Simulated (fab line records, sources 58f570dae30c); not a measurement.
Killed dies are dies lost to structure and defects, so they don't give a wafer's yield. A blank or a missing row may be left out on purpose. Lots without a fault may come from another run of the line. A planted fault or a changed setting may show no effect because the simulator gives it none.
fab line records | flow berkeley_cmos170 | part 1 of 2: steps 1 to 23 of 34
record lots=5 wafers=15 last_day=13
route steps=331 shown WELLDRIVE@58 ACTIVE@60 PFIELD@79 FIELD@89
lots that met no fault: from a run of the same line without faults
start_h: hours from the record's first day to the start of the lot's first wafer shown | wait_h: hours since the lot's step before | " the same as in the row above | L1.1+2: a row that stands for several wafers | - no value, or no start given | * or withheld: withheld | < > ~ a bound
route shown NAME@n: a module of which the file shows steps, and the number in the route of the first | usual: mean/standard deviation of fault-free wafers | same: alike in all rows | chamber/n: place in a boat | sites: the reading at each site | _std_site: their standard deviation | _edge_site: outer sites' mean less inner sites' | radius_mm: how far each site lies from the wafer's centre | mask NAME#n: copy n | behind: the tool/chamber that last shaped the wafer | hold: why the lot was held/for how many hours/how that ended | device: the transistor (n, p or np) that didn't switch | end of line: the same wafers' tests at the end of the route | a step without rows: its recipe alone | killed: dies lost to structure and defects at the first sort, not the wafer's yield | map: a wafer's dies, x killed, . not, _ none there
set.NAME: the setting as run; set.NAME@STEP: as run at that earlier step | model.NAME: the simulator's own value behind a step, which no gauge read
lots at some steps of the route; a table a step, a row a wafer
services: from which hour (start_h, from the record's first day; less than 0 if before it) a tool's chamber was out of use, for how many hours, and why
## steps
# step UCB170_WELLDRIVE_ANNEAL_03
# recipe temp_c=1100 time_s=900 ambient=N2
# usual tube_center_temp_C_max=1102.9/0.48 zone_power_centre_pct=57.7/1.4 zone_power_source_pct=43.5/1.1
# columns lot.wafer tool chamber start_h wait_h tube_center_temp_C_max zone_power_centre_pct zone_power_source_pct
L088.1 furnace-04 0 151.30 3.3 1103.2 58.4 41.7
L088.4 " 0 " " 1103.3 58.5 41.9
L088.5 " 0 " " 1103.5 58.6 42.4
L090.1 furnace-01 0 164.48 3.8 1103.0 56.8 44.8
L090.2 " 0 " " 1102.9 56.0 44.6
L090.3 " 0 " " 1103.1 55.2 45.0
L091.1 furnace-01 0 164.48 3.8 1102.0 55.6 45.1
L091.2 " 0 " " 1102.6 55.8 44.2
L091.3 " 0 " " 1103.6 57.1 44.6
L092.1 furnace-01 0 164.48 3.8 1102.7 56.6 44.6
L092.3 " 0 " " 1102.2 56.1 44.5
L092.6 " 0 " " 1102.6 55.9 45.2
L096.2 furnace-04 0 192.30 2.8 1102.8 58.0 42.6
L096.4 " 0 " " 1102.5 58.6 42.1
L096.6 " 0 " " 1103.0 58.8 42.6
# step UCB170_WELLDRIVE_WET_ETCH_04
# recipe chemistry=BOE dilution=5:1 target=SiO2 temp_c=25 time_s=120
# usual temp_c=24.99/0.093
# columns lot.wafer tool chamber start_h wait_h temp_c
L088.1 wet_bench-03 0 152.74 0.2 25.13
L088.4 " 0 " " 25.12
L088.5 " 0 " " 25.09
L090.1 wet_bench-04 2 165.73 0.0 24.89
L090.2 " 2 " " 24.98
L090.3 " 2 " " 25.07
L091.1 wet_bench-04 0 165.73 0.0 24.90
L091.2 " 0 " " 24.95
L091.3 " 0 " " 25.26
L092.1 wet_bench-04 0 165.73 0.0 25.15
L092.3 " 0 " " 25.03
L092.6 " 0 " " 24.99
L096.2 wet_bench-04 3 193.55 0.0 25.11
L096.4 " 3 " " 24.93
L096.6 " 3 " " 24.85
# step UCB170_ACTIVE_CLEAN_00
# recipe chemistry=SPM temp_c=120 time_s=600
# usual temp_c=120.01/0.14
# columns lot.wafer tool chamber start_h wait_h temp_c
L088.1 wet_bench-03 2 152.95 0.2 119.99
L088.4 " 2 " " 119.96
L088.5 " 2 " " 120.09
L090.1 wet_bench-01 3 165.78 0.0 120.31
L090.2 " 3 " " 120.33
L090.3 " 3 " " 120.22
L091.1 wet_bench-01 1 165.78 0.0 120.11
L091.2 " 1 " " 120.17
L091.3 " 1 " " 120.11
L092.1 wet_bench-01 1 165.78 0.0 119.84
L092.3 " 1 " " 120.05
L092.6 " 1 " " 119.88
L096.2 wet_bench-03 0 193.59 0.0 120.09
L096.4 " 0 " " 120.20
L096.6 " 0 " " 119.80
# step UCB170_ACTIVE_CLEAN_01
# recipe chemistry=dHF dilution=25:1 time_s=60
# columns lot.wafer tool chamber start_h wait_h
L088.1+4+5 wet_bench-03 2 153.13 0.0
L090.1+2+3 wet_bench-03 3 165.95 0.0
L091.1+2+3 wet_bench-03 1 165.95 0.0
L092.1+3+6 wet_bench-03 2 165.95 0.0
L096.2+4+6 wet_bench-03 2 193.76 0.0
# step UCB170_ACTIVE_OXIDATION_02
# recipe temp_c=1000 ambient=O2 target_thk_a=264 ox_time_s=1260
# usual ox_temp_c_max=1005.4/1.9 tube_center_temp_C_max=1002.6/0.44 zone_power_centre_pct=51.4/1.6 zone_power_source_pct=34.5/0.8
# columns lot.wafer tool chamber start_h wait_h ox_temp_c_max tube_center_temp_C_max zone_power_centre_pct zone_power_source_pct
L088.1 furnace-04 0 157.23 4.1 1005.5 1003.0 52.3 33.7
L088.4 " 0 " " 1003.8 1002.6 53.9 33.6
L088.5 " 0 " " 1003.1 1002.5 51.7 33.8
L090.1 furnace-04 0 171.60 5.6 1002.8 1002.3 52.2 33.5
L090.2 " 0 " " 1003.8 1002.7 52.7 33.4
L090.3 " 0 " " 1002.8 1002.3 51.3 33.4
L091.1 furnace-04 0 171.60 5.6 1004.7 1001.6 52.2 33.6
L091.2 " 0 " " 1004.2 1002.1 53.0 33.5
L091.3 " 0 " " 1004.0 1001.9 52.0 33.4
L092.1 furnace-04 0 171.60 5.6 1003.3 1002.2 52.2 34.1
L092.3 " 0 " " 1004.6 1002.7 52.3 33.7
L092.6 " 0 " " 1003.8 1003.1 53.1 33.8
L096.2 furnace-01 0 196.68 2.9 1008.4 1003.4 49.5 34.9
L096.4 " 0 " " 1007.6 1002.7 49.1 35.7
L096.6 " 0 " " 1006.7 1002.7 50.2 34.4
# step UCB170_ACTIVE_THK_MEAS_03
# recipe reads=SiO2_of_ACTIVE_OXIDATION_02
# usual ACTIVE_OXIDE_THK=26.4/0.41
# columns lot.wafer tool chamber start_h wait_h ACTIVE_OXIDE_THK[nm]
L088.1 film_metro-04 - 158.58 0.0 27.0
L088.4 " - " " 26.8
L088.5 " - " " 26.9
L090.1 film_metro-04 - 172.95 0.0 26.3
L090.2 " - " " 26.3
L090.3 " - " " 27.0
L091.1 film_metro-02 - 172.95 0.0 26.1
L091.2 " - " " 26.3
L091.3 " - " " 26.0
L092.1 film_metro-01 - 172.95 0.0 26.5
L092.3 " - " " 26.5
L092.6 " - " " 26.5
L096.2 film_metro-01 - 198.04 0.0 26.3
L096.4 " - " " 26.7
L096.6 " - " " 26.4
# step UCB170_ACTIVE_ANNEAL_04
# recipe temp_c=1000 time_s=900 ambient=N2
# usual tube_center_temp_C_max=1002.6/0.45 zone_power_centre_pct=52.7/1.4 zone_power_source_pct=34.1/0.68
# columns lot.wafer tool chamber start_h wait_h tube_center_temp_C_max zone_power_centre_pct zone_power_source_pct
L088.1 furnace-04 0 162.66 4.1 1002.2 53.1 34.0
L088.4 " 0 " " 1002.7 52.5 33.8
L088.5 " 0 " " 1002.4 53.4 34.1
L090.1 furnace-01 0 179.25 6.3 1002.2 50.1 35.0
L090.2 " 0 " " 1002.1 49.1 35.5
L090.3 " 0 " " 1002.3 49.2 35.3
L091.1 furnace-01 0 179.25 6.3 1003.4 49.8 34.8
L091.2 " 0 " " 1002.1 49.8 35.2
L091.3 " 0 " " 1003.2 50.5 35.4
L092.1 furnace-01 0 179.25 6.3 1001.9 50.5 35.1
L092.3 " 0 " " 1002.5 51.2 34.4
L092.6 " 0 " " 1002.2 50.7 35.7
L096.2 furnace-04 0 201.98 3.9 1002.7 51.8 33.8
L096.4 " 0 " " 1003.1 52.6 32.9
L096.6 " 0 " " 1002.9 52.6 33.4
# step UCB170_ACTIVE_CVD_05
# recipe material=Si3N4 target_thk_nm=220 temp_c=800 precursor=SiH2Cl2/NH3 time_s=3300 pressure_mtorr=200 sih2cl2_flow_sccm=25 nh3_flow_sccm=75
# usual sih2cl2_flow_sccm=25.00/0.073 zone_power_centre_pct=36.8/2.6 zone_power_source_pct=20.0/1.4
# columns lot.wafer tool chamber start_h wait_h sih2cl2_flow_sccm zone_power_centre_pct zone_power_source_pct
L088.1 lpcvd-02 1 164.58 0.7 25.03 45.6 17.9
L088.4 " 1 " " 24.99 45.1 17.6
L088.5 " 1 " " 25.04 44.9 17.9
L090.1 lpcvd-01 0 180.50 0.0 24.90 36.5 18.6
L090.2 " 0 " " 24.93 36.3 18.6
L090.3 " 0 " " 24.93 36.9 18.6
L091.1 lpcvd-01 1 180.50 0.0 25.02 35.5 21.2
L091.2 " 1 " " 24.97 35.5 21.5
L091.3 " 1 " " 24.98 35.7 21.3
L092.1 lpcvd-01 1 180.50 0.0 25.07 36.3 21.3
L092.3 " 1 " " 25.08 35.4 21.5
L092.6 " 1 " " 25.01 35.2 21.3
L096.2 lpcvd-01 1 203.33 0.1 24.95 35.3 21.4
L096.4 " 1 " " 25.03 35.4 21.5
L096.6 " 1 " " 25.02 35.8 21.4
# step UCB170_ACTIVE_THK_MEAS_06
# recipe reads=Si3N4_of_ACTIVE_CVD_05
# usual ACTIVE_NITRIDE_THK=219.5/2.1
# columns lot.wafer tool chamber start_h wait_h ACTIVE_NITRIDE_THK[nm]
L088.1 film_metro-04 - 166.50 0.0 221.9
L088.4 " - " " 220.5
L088.5 " - " " 219.9
L090.1 film_metro-04 - 182.42 0.0 220.3
L090.2 " - " " 219.1
L090.3 " - " " 220.3
L091.1 film_metro-02 - 182.42 0.0 215.7
L091.2 " - " " 216.8
L091.3 " - " " 213.5
L092.1 film_metro-02 - 182.48 0.1 218.3
L092.3 " - " " 218.2
L092.6 " - " " 218.7
L096.2 film_metro-01 - 205.25 0.0 221.7
L096.4 " - " " 221.6
L096.6 " - " " 222.2
# step UCB170_ACTIVE_HMDS_07
# recipe prime_time_s=60 prime_temp_c=100
# usual chill_plate_temp_C=23.00/0.11
# columns lot.wafer tool chamber start_h wait_h chill_plate_temp_C
L088.1 litho_track-03 0 166.89 0.4 22.83
L088.4 " 0 " " 22.95
L088.5 " 0 " " 22.99
L091.1 litho_track-03 0 182.59 0.2 22.78
L091.2 " 0 " " 23.09
L091.3 " 0 " " 23.03
L090.1 litho_track-02 0 182.71 0.3 22.91
L090.2 " 0 " " 23.02
L090.3 " 0 " " 22.79
L092.1 litho_track-04 0 182.80 0.3 23.09
L092.3 " 0 " " 23.13
L092.6 " 0 " " 23.21
L096.2 litho_track-03 0 205.92 0.7 22.93
L096.4 " 0 " " 22.96
L096.6 " 0 " " 23.24
# step UCB170_ACTIVE_COAT_08
# recipe resist=KrF spin_rpm=1500 resist_thk_nm=900
# usual chill_plate_temp_C=22.99/0.11
# columns lot.wafer tool chamber start_h wait_h chill_plate_temp_C
L088.1 litho_track-03 0 167.04 0.1 23.03
L088.4 " 0 " " 23.05
L088.5 " 0 " " 23.27
L091.1 litho_track-03 0 182.74 0.1 23.10
L091.2 " 0 " " 23.11
L091.3 " 0 " " 23.10
L090.1 litho_track-02 0 182.86 0.1 22.95
L090.2 " 0 " " 22.99
L090.3 " 0 " " 22.90
L092.1 litho_track-04 0 182.95 0.1 22.93
L092.3 " 0 " " 23.14
L092.6 " 0 " " 23.07
L096.2 litho_track-03 0 206.07 0.1 23.21
L096.4 " 0 " " 22.88
L096.6 " 0 " " 22.93
# step UCB170_ACTIVE_SOFTBAKE_09
# recipe resist=KrF temp_c=130 time_s=60
# usual chill_plate_temp_C=22.99/0.11
# columns lot.wafer tool chamber start_h wait_h chill_plate_temp_C
L088.1 litho_track-03 0 167.19 0.1 23.15
L088.4 " 0 " " 23.14
L088.5 " 0 " " 23.18
L091.1 litho_track-03 0 182.89 0.1 23.10
L091.2 " 0 " " 23.06
L091.3 " 0 " " 23.06
L090.1 litho_track-02 0 183.01 0.1 23.03
L090.2 " 0 " " 23.17
L090.3 " 0 " " 22.96
L092.1 litho_track-04 0 183.10 0.1 23.15
L092.3 " 0 " " 23.11
L092.6 " 0 " " 23.10
L096.2 litho_track-03 0 206.22 0.1 23.03
L096.4 " 0 " " 23.08
L096.6 " 0 " " 23.09
# step UCB170_ACTIVE_EXPOSE_10
# recipe mask_id=ACTIVE target_cd_nm=1200 na=0.5 sigma_outer=0.6 source_shape=conventional dose_mj=20
# same sigma_outer=0.6
# columns lot.wafer tool chamber start_h wait_h mask
L088.1+4+5 krf_scanner-02 0 167.47 0.2 ACTIVE#0
L091.1+2+3 krf_scanner-01 0 183.16 0.2 ACTIVE#0
L090.1+2+3 krf_scanner-01 0 183.28 0.2 ACTIVE#0
L092.1+3+6 krf_scanner-02 0 183.52 0.4 ACTIVE#0
L096.2+4+6 krf_scanner-01 0 206.38 0.1 ACTIVE#0
# step UCB170_ACTIVE_PEB_11
# recipe peb_temp_c=130 peb_time_s=withheld resist=KrF
# usual chill_plate_temp_C=22.97/0.094
# columns lot.wafer tool chamber start_h wait_h chill_plate_temp_C
L088.1 litho_track-04 0 167.82 0.3 22.96
L088.4 " 0 " " 23.00
L088.5 " 0 " " 22.88
L091.1 litho_track-02 0 183.43 0.3 23.05
L091.2 " 0 " " 23.04
L091.3 " 0 " " 23.03
L090.1 litho_track-04 0 183.52 0.2 22.92
L090.2 " 0 " " 23.01
L090.3 " 0 " " 22.90
L092.1 litho_track-02 0 183.71 0.2 23.06
L092.3 " 0 " " 23.01
L092.6 " 0 " " 22.88
L096.2 litho_track-02 0 207.00 0.6 23.01
L096.4 " 0 " " 23.01
L096.6 " 0 " " 22.90
# step UCB170_ACTIVE_DEVELOP_12
# recipe developer=TMAH develop_time_s=45 resist=KrF dev_temp_c=21
# usual chill_plate_temp_C=23.01/0.089
# columns lot.wafer tool chamber start_h wait_h chill_plate_temp_C
L088.1 litho_track-04 0 - - 23.05
L088.4 " 0 " " 23.00
L088.5 " 0 " " 22.96
L091.1 litho_track-02 0 - - 23.06
L091.2 " 0 " " 22.96
L091.3 " 0 " " 22.98
L090.1 litho_track-04 0 - - 22.85
L090.2 " 0 " " 23.00
L090.3 " 0 " " 23.03
L092.1 litho_track-02 0 - - 22.83
L092.3 " 0 " " 23.14
L092.6 " 0 " " 23.05
L096.2 litho_track-02 0 - - 23.08
L096.4 " 0 " " 23.10
L096.6 " 0 " " 22.99
# step UCB170_ACTIVE_CD_MEAS_13
# recipe target_cd_nm=1200
# usual cd_nm=1200.0/1.7
# columns lot.wafer tool chamber start_h wait_h cd_nm
L088.1 cd_sem-02 - 168.09 - 1201.3
L088.4 " - " " 1200.6
L088.5 " - " " 1201.6
L091.1 cd_sem-01 - 183.71 - 1198.5
L091.2 " - " " 1198.1
L091.3 " - " " 1198.9
L090.1 cd_sem-01 - 183.83 - 1201.0
L090.2 " - " " 1201.3
L090.3 " - " " 1201.3
L092.1 cd_sem-01 - 183.98 - 1201.0
L092.3 " - " " 1200.3
L092.6 " - " " 1200.6
L096.2 cd_sem-02 - 207.27 - 1200.5
L096.4 " - " " 1200.6
L096.6 " - " " 1201.1
# step UCB170_ACTIVE_OVL_MEAS_14
# usual ACTIVE_OVL=-3/5.5
# columns lot.wafer tool chamber start_h wait_h ACTIVE_OVL[nm]
L088.1 overlay-02 - 168.21 0.1 1
L088.4 " - " " -8
L088.5 " - " " -1
L091.1 overlay-01 - 183.83 0.1 3
L091.2 " - " " 2
L091.3 " - " " -7
L090.1 overlay-01 - 183.95 0.1 -5
L090.2 " - " " -16
L090.3 " - " " -11
L092.1 overlay-01 - 184.10 0.1 3
L092.3 " - " " -8
L092.6 " - " " 13
L096.2 overlay-01 - 207.37 0.1 -6
L096.4 " - " " -3
L096.6 " - " " -4
# step UCB170_ACTIVE_ETCH_15
# recipe chemistry=CH3F/Ar/O2 target=Si3N4 stop_on=SiO2 CH3F_flow_sccm=20 Ar_flow_sccm=50 O2_flow_sccm=7 pressure_mtorr=50 rf_w=450 target_depth_a=2420 over_etch_frac=0.1 time_s=154
# usual CH3F_flow_sccm=20.00/0.058 drypump_motor_current_A=5.7/0.57 oes_product_au=0.934/0.017 throttle_valve_pct=8.07/0.16
# columns lot.wafer tool chamber start_h wait_h CH3F_flow_sccm drypump_motor_current_A oes_product_au rf_hours_counter_h throttle_valve_pct
L088.1 rie_diel-02 2 168.25 0.0 20.04 5.7 0.962 39 7.99
L088.4 " 3 " " 19.99 6.4 0.916 11 8.29
L088.5 " 2 " " 20.03 5.7 0.957 - 8.02
L091.1 rie_diel-04 0 183.86 0.0 19.95 5.4 0.943 106 8.21
L091.2 " 1 " " 20.03 6.7 0.908 39 8.26
L091.3 " 3 " " 20.05 5.8 0.926 144 8.14
L090.1 rie_diel-02 1 183.98 0.0 20.07 6.6 0.923 1 7.92
L090.2 " 3 " " 19.98 6.4 0.921 12 8.29
L090.3 " 2 " " 19.94 5.7 0.953 40 8.01
L092.1 rie_diel-01 2 184.14 0.0 19.89 5.8 0.940 9 7.74
L092.3 " 1 " " 20.09 4.9 0.928 51 8.21
L092.6 " 1 " " 20.07 5.0 0.934 - 8.22
L096.2 rie_diel-01 3 207.40 0.0 20.01 4.9 0.946 22 8.09
L096.4 " 1 " " 20.09 4.9 0.940 53 8.22
L096.6 " 2 " " 20.02 5.8 0.950 - 7.76
# step UCB170_ACTIVE_STRIP_16
# recipe chemistry=O2 power_w=400 pressure_mtorr=3500 platen_temp_c=withheld o2_flow_sccm=400 overash_fraction=0.5
# usual drypump_motor_current_A=5.87/0.24 oes_product_au=0.721/0.0046 strip_time_to_endpoint_s=17.98/0.077
# columns lot.wafer tool chamber start_h wait_h drypump_motor_current_A oes_product_au rf_hours_counter_h strip_time_to_endpoint_s
L088.1 plasma_asher-03 1 168.35 0.1 5.62 0.718 46 17.89
L088.4 " 1 " " 5.62 0.724 - 18.00
L088.5 " 0 " " 6.16 0.710 - 18.06
L091.1 plasma_asher-03 0 183.96 0.1 6.16 0.718 47 17.86
L091.2 " 1 " " 5.59 0.727 47 18.02
L091.3 " 0 " " 6.16 0.719 - 17.97
L090.1 plasma_asher-04 0 184.08 0.1 6.14 0.717 44 18.13
L090.2 " 1 " " 6.08 0.723 44 18.01
L090.3 " 0 " " 6.17 0.715 - 17.99
L092.1 plasma_asher-03 1 184.24 0.1 5.58 0.732 48 17.99
L092.3 " 0 " " 6.15 0.708 - 17.93
L092.6 " 1 " " 5.60 0.716 - 17.88
L096.2 plasma_asher-03 0 207.50 0.1 6.14 0.724 50 18.20
L096.4 " 1 " " 5.59 0.723 - 17.99
L096.6 " 1 " " 5.58 0.714 - 18.01
# step UCB170_ACTIVE_CD_MEAS_90
# recipe target_cd_nm=1200
# usual cd_nm=1200.0/1.7
# columns lot.wafer tool chamber start_h wait_h cd_nm
L088.1 cd_sem-01 - 168.45 0.1 1201.2
L088.4 " - " " 1200.6
L088.5 " - " " 1201.5
L091.1 cd_sem-02 - 184.06 0.1 1198.8
L091.2 " - " " 1198.5
L091.3 " - " " 1198.6
L090.1 cd_sem-02 - 184.18 0.1 1201.1
L090.2 " - " " 1201.7
L090.3 " - " " 1200.9
L092.1 cd_sem-02 - 184.34 0.1 1201.1
L092.3 " - " " 1200.9
L092.6 " - " " 1200.4
L096.2 cd_sem-02 - 207.62 0.1 1200.3
L096.4 " - " " 1200.4
L096.6 " - " " 1200.5
# step UCB170_ACTIVE_CLEAN_17
# recipe chemistry=SPM temp_c=120 time_s=600
# usual temp_c=120.00/0.13
# columns lot.wafer tool chamber start_h wait_h temp_c
L088.1 wet_bench-03 2 171.00 2.5 119.85
L088.4 " 2 " " 119.86
L088.5 " 2 " " 119.87
L091.1 wet_bench-04 1 184.18 0.1 120.02
L091.2 " 1 " " 120.09
L091.3 " 1 " " 120.13
L090.1 wet_bench-04 3 184.36 0.2 120.16
L090.2 " 3 " " 120.10
L090.3 " 3 " " 120.02
L092.1 wet_bench-01 0 184.49 0.1 119.80
L092.3 " 0 " " 120.07
L092.6 " 0 " " 119.92
L096.2 wet_bench-04 1 209.92 2.3 119.85
L096.4 " 1 " " 119.72
L096.6 " 1 " " 119.93
# step UCB170_PFIELD_HMDS_00
# recipe prime_time_s=60 prime_temp_c=100
# usual chill_plate_temp_C=23.01/0.12
# columns lot.wafer tool chamber start_h wait_h chill_plate_temp_C
L088.1 litho_track-02 0 171.18 0.0 22.83
L088.4 " 0 " " 22.86
L088.5 " 0 " " 22.68
L091.1 litho_track-03 0 184.94 0.6 23.14
L091.2 " 0 " " 23.20
L091.3 " 0 " " 23.05
L090.1 litho_track-01 0 185.15 0.6 23.12
L090.2 " 0 " " 23.09
L090.3 " 0 " " 23.09
L092.1 litho_track-01 0 185.60 0.9 23.04
L092.3 " 0 " " 23.02
L092.6 " 0 " " 23.03
L096.2 litho_track-01 0 210.30 0.2 23.18
L096.4 " 0 " " 22.91
L096.6 " 0 " " 23.02
# step UCB170_PFIELD_COAT_01
# recipe resist=KrF spin_rpm=1500 resist_thk_nm=900
# usual chill_plate_temp_C=23.01/0.096
# columns lot.wafer tool chamber start_h wait_h chill_plate_temp_C
L088.1 litho_track-02 0 171.33 0.1 22.93
L088.4 " 0 " " 22.77
L088.5 " 0 " " 23.00
L091.1 litho_track-03 0 185.09 0.1 23.09
L091.2 " 0 " " 23.21
L091.3 " 0 " " 23.09
L090.1 litho_track-01 0 185.30 0.1 23.06
L090.2 " 0 " " 22.97
L090.3 " 0 " " 23.01
L092.1 litho_track-01 0 185.75 0.1 23.07
L092.3 " 0 " " 22.89
L092.6 " 0 " " 22.95
L096.2 litho_track-01 0 210.45 0.1 23.06
L096.4 " 0 " " 22.93
L096.6 " 0 " " 22.82
